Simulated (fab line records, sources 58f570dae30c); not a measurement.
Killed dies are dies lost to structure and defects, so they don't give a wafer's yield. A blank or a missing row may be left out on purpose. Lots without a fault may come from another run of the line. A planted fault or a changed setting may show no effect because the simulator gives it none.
A struck lot beside a sound one | flow berkeley_cmos170 | 26 steps out of a route of 331
Sound: wafers L620.1, L620.5, L620.6. Struck: wafer L621.1. (L621.4, L621.5 of the same lot were not struck and are left out.) The cause comes at the end.
At each step with rows: each side's tool, then ch and its chambers, then its first start. Under that, the readings that differ: sound wafers | struck wafers | difference of the means | sigmas: that difference in standard deviations of wafers without a fault.
alike: readings whose means differ by less than 2 such deviations, and words and numbers that are the same on both sides. not compared: withheld readings, readings that some wafer has no value for, bounds like >300 that may hide the same value, and numbers for which the record gives no deviation and whose values overlap.
The two part at a step that has a row with sigmas, a row that says differs or no value, or rows on one side only. Numbers that don't overlap but have no deviation are shown without sigmas and don't part them. A reading that every wafer of one side lacks parts them only if that side has two wafers or more.

first, 3 steps without rows for these wafers: UCB170_M1_EXPOSE_06 (exposes mask METAL1, target cd 700 nm); UCB170_M1_PEB_07; UCB170_M1_DEVELOP_08 (develop time 45 s).
UCB170_M1_CD_MEAS_09: target cd 700 nm.
  sound on cd_sem-02, day 7 22:01; struck on cd_sem-02, day 7 22:29
  alike: cd_nm
UCB170_M1_OVL_MEAS_10:
  sound on overlay-01, day 7 22:08; struck on overlay-01, day 7 22:37
  alike: M1_OVL
UCB170_M1_ETCH_11: etches BARC in N2/H2.
  sound on rie_diel-01 ch 1,2, day 7 22:10; struck on rie_diel-03 ch 2, day 7 22:39
  alike: chamber_pressure_mTorr, drypump_motor_current_A, oes_product_au, throttle_valve_pct
UCB170_M1_METAL_ETCH_12: etches Al in Cl2/BCl3, stops on PSG, target depth 780 nm, time 130 s.
  sound on rie_metal-02 ch 0,1, day 7 22:13; struck on rie_metal-03 ch 1, day 7 22:41
  reading                      | sound          | struck | difference | sigmas
  drypump_motor_current_A (A)  | 5.5 5.2 5.5    | 6.2    | +0.8       | +2
  he_backside_leak_sccm (sccm) | 2.92 3.03 3.02 | 5.88   | +2.89      | +10
  alike: chamber_pressure_mTorr, oes_product_au, throttle_valve_pct
  not compared: rf_hours_counter_h
UCB170_M1_STRIP_13: strips in O2.
  sound on plasma_asher-04 ch 0,1, day 7 22:20; struck on plasma_asher-03 ch 0, day 7 22:49
  reading                     | sound       | struck | difference | sigmas
  drypump_motor_current_A (A) | 6.2 6.2 6.3 | 5.2    | -1.0       | -2
  alike: chamber_pressure_mTorr, oes_product_au
  not compared: rf_hours_counter_h
UCB170_M1_CD_MEAS_90: target cd 700 nm.
  sound on cd_sem-02, day 7 22:37; struck on cd_sem-02, day 7 23:01
  alike: cd_nm
then, 1 step without rows for these wafers: UCB170_M1_ANNEAL_14 (time 1200 s).
UCB170_V1_CVD_00: deposits SiO2 from TEOS/O2, target thk 2000 nm, time 250 s.
  sound on pecvd-04 ch 0,2, day 8 03:02; struck on pecvd-02 ch 0, day 8 03:02
  alike: heater_power_w, susceptor_temp_C
UCB170_V1_THK_MEAS_01:
  sound on film_metro-01, day 8 03:12; struck on film_metro-04, day 8 03:13
  alike: V1_TEOS_THK
UCB170_V1_CMP_02: polishes SiO2.
  sound on cmp-02 ch 0,1,2, day 8 03:22; struck on cmp-01 ch 0, day 8 03:22
  reading                             | sound             | struck | difference | sigmas
  model.SiO2_of_V1_CVD_00.thk_nm (nm) | 998.4 998.7 999.7 | 1343   | +344       |
  alike: edge_zone_pressure_frac, motor_current_A
UCB170_V1_BOW_MEAS_03:
  sound on film_metro-04, day 8 03:34; struck on film_metro-01, day 8 03:34
  reading     | sound    | struck | difference | sigmas
  V1_BOW (um) | 16 23 10 | 33     | +17        | +2
UCB170_V1_THK_MEAS_04:
  sound on film_metro-04, day 8 03:41; struck on film_metro-01, day 8 03:41
  reading              | sound             | struck | difference | sigmas
  V1_POLISHED_THK (nm) | 998.1 999.5 999.6 | 1343.7 | +344.6     | +99 or more
then, 7 steps without rows for these wafers: UCB170_V1_CLEAN_05 (cleans in DIW); UCB170_V1_HMDS_06 (prime time 60 s); UCB170_V1_COAT_07 (resist thk 900 nm); UCB170_V1_SOFTBAKE_08 (time 60 s); UCB170_V1_EXPOSE_09 (exposes mask VIA1, target cd 700 nm); UCB170_V1_PEB_10; UCB170_V1_DEVELOP_11 (develop time 47.2 s).
UCB170_V1_CD_MEAS_12: target cd 700 nm.
  sound on cd_sem-02, day 8 05:33; struck on cd_sem-02, day 8 05:49
  alike: cd_nm
UCB170_V1_OVL_MEAS_13:
  sound on overlay-02, day 8 05:40; struck on overlay-02, day 8 05:56
  alike: V1_OVL
UCB170_V1_ETCH_14: etches SiO2 in CHF3/CF4/Ar, stops on Al, target depth 1250 nm, time 291 s.
  sound on rie_diel-04 ch 2,3, day 8 05:42; struck on rie_diel-03 ch 2, day 8 05:58
  reading                        | sound             | struck | difference | sigmas
  oes_product_au (a.u.)          | 0.863 0.863 0.876 | 0.993  | +0.126     | +10
  model.etch.depth_nm (nm)       | 998.4 998.7 999.7 | 1229   | +230       |
  model.V1.feature_depth_nm (nm) | 998.4 998.7 999.7 | 1229   | +230       |
  alike: CHF3_flow_sccm, chamber_pressure_mTorr, drypump_motor_current_A, throttle_valve_pct
  not compared: rf_hours_counter_h
UCB170_V1_STRIP_15: strips in O2.
  sound on plasma_asher-04 ch 0,1, day 8 05:53; struck on plasma_asher-02 ch 1, day 8 06:08
  reading                     | sound       | struck | difference | sigmas
  drypump_motor_current_A (A) | 6.3 6.3 6.3 | 4.9    | -1.4       | -2
  alike: chamber_pressure_mTorr, oes_product_au, strip_time_to_endpoint_s
  not compared: rf_hours_counter_h

WHERE THEY PART
First at UCB170_M1_METAL_ETCH_12; last, within this record, at UCB170_V1_STRIP_15.

WHY: what the simulator had put in
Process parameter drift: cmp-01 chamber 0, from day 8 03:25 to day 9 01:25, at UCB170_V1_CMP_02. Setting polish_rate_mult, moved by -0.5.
